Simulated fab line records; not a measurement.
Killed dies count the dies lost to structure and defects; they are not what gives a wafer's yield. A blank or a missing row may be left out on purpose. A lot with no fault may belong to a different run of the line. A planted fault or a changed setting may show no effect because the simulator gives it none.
Matching of chambers ; flow rit_cmos ; rie_si-02 running RIT_GATE_ETCH_19: 4 sister chambers
The step etches poly-Si in SF6/CHF3/O2, stops on SiO2, time 165 s, target depth 312.5 nm. 16 wafers are shown with their chamber, then 8 later ones without.

## EACH WAFER AND ITS CHAMBER
wafer;chamber;drypump_motor_current_A (A);throttle_valve_pct (%);run_length_s (s)
L906.1;3;5.0;10.21;193.1
L906.3;0;5.2;10.20;193.3
L906.4;2;6.2;10.15;193.8
L908.2;2;6.2;10.15;193.5
L908.5;1;6.4;10.17;194.3
L908.6;0;5.2;10.20;193.8
L911.3;2;6.2;10.14;193.9
L911.4;1;6.5;10.15;193.7
L911.6;2;6.2;10.14;193.4
L917.3;3;5.0;10.19;193.0
L917.4;1;6.5;10.15;193.7
L917.5;0;5.2;10.21;193.7
L919.3;0;5.2;10.21;193.3
L919.4;2;6.2;10.13;193.8
L919.6;1;6.5;10.16;193.8
L922.2;0;5.2;10.19;193.6

SIGNATURES (averages over the wafers above)
reading;chamber 0;chamber 1;chamber 2;chamber 3;scatter within a chamber
drypump_motor_current_A;5.200;6.475;6.200;5.000;0.025
throttle_valve_pct;10.2020;10.1575;10.1420;10.2000;0.00929
run_length_s;193.540;193.875;193.680;193.050;0.233
Rule: for a wafer and a chamber, the distance is found by dividing, reading by reading, the gap between the wafer's reading and the chamber's mean by the reading's scatter, squaring, summing and taking the root. The wafer belongs to the nearest chamber; if the next one is less than 2 further off, it can't be placed. The scatter: take each reading less its chamber's mean, square it, sum over the shown wafers, divide by the number of wafers less the number of chambers, and take the root.

## WAFERS WITHOUT THEIR CHAMBER
wafer;drypump_motor_current_A (A);throttle_valve_pct (%);run_length_s (s)
L922.3;6.4;10.13;193.7
L922.6;5.0;10.21;193.1
L925.1;5.0;10.21;193.0
L925.2;6.2;10.15;193.9
L925.6;5.0;10.20;193.1
L927.2;5.2;10.20;193.6
L927.3;6.4;10.16;194.2
L927.5;6.5;10.16;193.9

## WHICH CHAMBER EACH WENT THROUGH
wafer;from the rows above;in truth
L922.3;1;1
L922.6;3;3
L925.1;3;3
L925.2;2;2
L925.6;3;3
L927.2;0;0
L927.3;1;1
L927.5;1;1
Placed correctly: 8 of 8. Number that these rows cannot place: 0. Wrongly placed: 0.
